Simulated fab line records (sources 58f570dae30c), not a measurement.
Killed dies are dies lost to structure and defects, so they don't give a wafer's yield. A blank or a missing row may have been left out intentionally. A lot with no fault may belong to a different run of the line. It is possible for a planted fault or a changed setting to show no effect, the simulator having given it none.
Check of tool commonality	flow berkeley_cmos170	15 lots, 45 wafers sampled

REASON FOR OPENING
UCB170_SCREENOX_THK_MEAS_02, reading SCREENOX_OXIDE_THK: flagged on 3 of 15 lots. Fault-free wafers read 14.31 nm, with a standard deviation of 0.29.
Rule: flag the lot when none of its wafers has a number, or when each of its wafers that has one lies beyond 4 standard deviations from that mean. The other lots count as sound.

lot	measured	on	SCREENOX_OXIDE_THK (nm), wafer by wafer	flag
L993	day 5 11:35	film_metro-03	14.04 14.03 13.83	
L994	day 5 11:35	film_metro-01	13.96 14.10 14.04	
L995	day 5 19:31	film_metro-01	14.77 14.40 14.73	
L996	day 6 02:42	film_metro-02	14.68 14.62 14.61	
L997	day 6 02:42	film_metro-03	14.69 14.40 14.51	
L998	day 6 11:18	film_metro-01	14.19 13.94 14.12	
L100	day 6 22:09	film_metro-02	14.32 14.40 14.62	
L102	day 7 02:07	film_metro-02	13.83 14.28 14.35	
L101	day 7 02:08	film_metro-03	13.86 13.96 13.87	
L103	day 7 18:47	film_metro-02	14.34 14.47 14.08	
L104	day 7 18:47	film_metro-03	14.56 14.54 14.39	
L105	day 8 04:36	film_metro-03	5.90 5.94 5.79	FLAGGED
L107	day 8 04:36	film_metro-01	5.85 5.89 5.60	FLAGGED
L106	day 8 04:38	film_metro-01	6.09 6.11 6.00	FLAGGED
L108	day 8 18:12	film_metro-01	14.83 14.67 14.84	
The mean of the flagged lots' numbers is 5.91 nm, -8.40 nm from the usual (-29 standard deviations).

TOOL THAT RAN EACH LOT
The record holds 1 process step before the reading, out of a route of 331 steps. Each cell gives the tool, then ch followed by the chambers the sampled wafers passed through, then the start.
lot	flag	UCB170_SCREENOX_OXIDATION_01
L993		furnace-02 ch 0, day 5 09:55
L994		furnace-02 ch 0, day 5 09:55
L995		furnace-01 ch 0, day 5 17:50
L996		furnace-01 ch 0, day 6 01:02
L997		furnace-01 ch 0, day 6 01:02
L998		furnace-03 ch 0, day 6 09:38
L100		furnace-03 ch 0, day 6 20:29
L102		furnace-02 ch 0, day 7 00:26
L101		furnace-02 ch 0, day 7 00:26
L103		furnace-03 ch 0, day 7 17:07
L104		furnace-03 ch 0, day 7 17:07
L105	FLAGGED	furnace-02 ch 0, day 8 02:55
L107	FLAGGED	furnace-02 ch 0, day 8 02:55
L106	FLAGGED	furnace-02 ch 0, day 8 02:55
L108		furnace-03 ch 0, day 8 16:31
What is done by these steps:
- UCB170_SCREENOX_OXIDATION_01: target thk 14.4 nm, ox time 2400 s.
- UCB170_SCREENOX_THK_MEAS_02

FLAGGED OVER TOTAL, TOOL BY TOOL (the gauges that took the reading come last)
step	tool	lots run	flagged	share of the flagged lots	sound lots run after its first flagged lot
UCB170_SCREENOX_OXIDATION_01	furnace-01	3	0	none	-
UCB170_SCREENOX_OXIDATION_01	furnace-02	7	3	all	0
UCB170_SCREENOX_OXIDATION_01	furnace-03	5	0	none	-
UCB170_SCREENOX_THK_MEAS_02	film_metro-01	6	2	some	1 (L108)
UCB170_SCREENOX_THK_MEAS_02	film_metro-02	4	0	none	-
UCB170_SCREENOX_THK_MEAS_02	film_metro-03	5	1	some	0

WHAT IS ALLOWED BY THE TABLE
1 row of the table ran every flagged lot: furnace-02 at UCB170_SCREENOX_OXIDATION_01.
- furnace-02 at UCB170_SCREENOX_OXIDATION_01: 3 of its 7 lots flagged. A fault beginning between L101 (day 7 00:26), its last sound lot, and L105 (day 8 02:55), its first flagged one, fits the data.
Left over: one tool, furnace-02 at UCB170_SCREENOX_OXIDATION_01.

WHAT THE SIMULATOR PUT IN
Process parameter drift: furnace-02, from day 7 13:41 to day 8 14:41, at UCB170_SCREENOX_OXIDATION_01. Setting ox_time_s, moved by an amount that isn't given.
Shown lots that were struck: L105, L107, L106. Same finding as the rule above.
